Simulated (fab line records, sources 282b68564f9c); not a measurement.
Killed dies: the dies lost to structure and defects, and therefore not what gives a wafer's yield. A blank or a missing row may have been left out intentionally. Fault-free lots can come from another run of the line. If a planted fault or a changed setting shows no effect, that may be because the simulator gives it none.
Code-filled problem report in 8D (eight disciplines) form -- flow rit-cmos -- the parts of the form that need people (team, actions taken, sign-off) are left out

## 1. WHAT WENT WRONG
Mean of spin-speed-rpm at RIT_PRETRO_COAT_01: 2121.7 rpm across 9 wafers in 3 lots; on wafers with no fault it is 2000.0 rpm (standard deviation 1.4). Measured from the usual mean, that is +87 standard deviations.
The step: resist thk 1300 nm.
Seen first at day 6 02:21 on litho-track-03, wafer L957.1. Wafers with a number at this step in the record: 45, from 15 lots. The rule behind "out" and "out of limits": a value lying over 4 standard deviations away from the usual mean. The other wafers with a number count as sound.

## 2. WHAT THIS IS AND IS NOT
question,is,is not
which readings at this step,spin-speed-rpm,-
which lots,"L956, L957, L959","L940, L941, L942, L944, L945, L947, L948, L949, L950, L951, L954, L961"
which wafers of those lots,all that have a number,-
read on which tools,litho-track-03,"litho-track-01, litho-track-02"
when,from day 6 02:21,up to then (33 sound wafers); but 3 sound wafers of L961 came after

## 3. WHAT RULES OUT EACH SUSPECT
Counting: a tool at a process step up to the reading stays a suspect if it ran every lot that is out and no sound lot after the first of them.
- litho-track-03 at RIT_PRETRO_COAT_01 (resist thk 1300 nm): kept. All lots that are out passed through it, beginning with L957 at day 6 02:21, and no sound lot followed; its final sound lot before that point was L954 at day 5 18:46. Out on those wafers are its own readings of spin-speed-rpm.
Remaining after the count: litho-track-03 at RIT_PRETRO_COAT_01.

## 4. THE CAUSE (what the simulator had put in)
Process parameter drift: litho-track-03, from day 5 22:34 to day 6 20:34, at RIT_PRETRO_COAT_01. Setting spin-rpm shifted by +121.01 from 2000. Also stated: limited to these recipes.
After counting, this tool was the only one left.

## 5. SEQUENCE OF EFFECTS, ordered by route
Each row: a reading where the mean over the struck wafers with a number is more than 3 standard deviations away from the usual. Readings are gone through only where the record gives a usual standard deviation; hours: the median, over the lots, of the time from a lot's start at the first step in this table giving one to that lot's start at this step; sigmas: the change measured in usual standard deviations.
hours,step,reading,usual,on struck wafers,change,sigmas
0,RIT_PRETRO_COAT_01,spin-speed-rpm,2000.0 rpm,2121.7,+121.7,+87
The process steps in it:
- RIT_PRETRO_COAT_01: resist thk 1300 nm.

## 6. HOW IT WOULD HAVE BEEN CAUGHT EARLIER
4 hours passed between the start of the fault at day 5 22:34 and the first reading out of limits in this record, taken at day 6 02:21.
